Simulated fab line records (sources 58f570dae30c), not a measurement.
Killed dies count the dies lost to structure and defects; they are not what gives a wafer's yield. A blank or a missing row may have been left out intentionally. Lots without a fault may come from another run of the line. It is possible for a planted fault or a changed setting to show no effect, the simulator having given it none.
A struck lot beside a sound one	flow berkeley_cmos170	9 steps out of a route of 331
Sound: the wafers L335.2, L335.4, L335.6. Wafers struck: L350.2, L350.4, L350.5. At the end, the cause is stated.
Order at every step that has rows: each side's tool, ch and its chambers, its first start. Under that, the readings that differ: sound wafers	struck wafers	difference of the means	sigmas: that difference in standard deviations of wafers without a fault.
alike: a reading whose means differ by less than 2 such deviations, as well as words and numbers matching on both sides. not compared: withheld readings; readings where some wafer has no value; bounds like >300 that might hide an equal value; numbers whose values overlap and for which the record gives no deviation.
The two part at a step that has a row with sigmas, a row that says differs or no value, or rows on one side only. Non-overlapping numbers with no deviation appear without sigmas and do not part them. Lack of a reading on every wafer of one side parts them only where that side has two or more wafers.

UCB170_START_BOW_MEAS_00:
  sound on film_metro-02 at day 2 11:01; struck on film_metro-03 at day 5 14:01
  alike: INCOMING_BOW
then, 2 steps without rows for these wafers: UCB170_START_CLEAN_01 (cleans in dHF, time 60 s); UCB170_START_OXIDATION_02 (target thk 20 nm, ox time 1746 s).
UCB170_START_THK_MEAS_03:
  sound on film_metro-04 at day 2 17:13; struck on film_metro-04 at day 5 18:41
  alike: START_OXIDE_THK
then, 3 steps without rows for these wafers: UCB170_START_ANNEAL_04 (time 1200 s); UCB170_ZERO_HMDS_00 (prime time 60 s); UCB170_ZERO_COAT_01 (resist thk 900 nm).
UCB170_ZERO_SOFTBAKE_02: time 60 s.
  sound on litho_track-02 ch 0, day 2 20:11; struck on litho_track-04 ch 0, day 6 02:29
reading	sound	struck	difference	sigmas
run_length_s (s)	88.94 89.23 88.95	102.56 102.36 102.64	+13.48	+90
  alike: chill_plate_temp_C
then, 1 step without rows for these wafers: UCB170_ZERO_EXPOSE_03 (exposes mask PM MARKS, target cd 4000 nm).

## WHERE THEY PART
Within this record, at UCB170_ZERO_SOFTBAKE_02 only.

WHY: whatever the simulator had introduced
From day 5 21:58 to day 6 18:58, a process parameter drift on litho_track-04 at UCB170_ZERO_SOFTBAKE_02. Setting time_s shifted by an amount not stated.
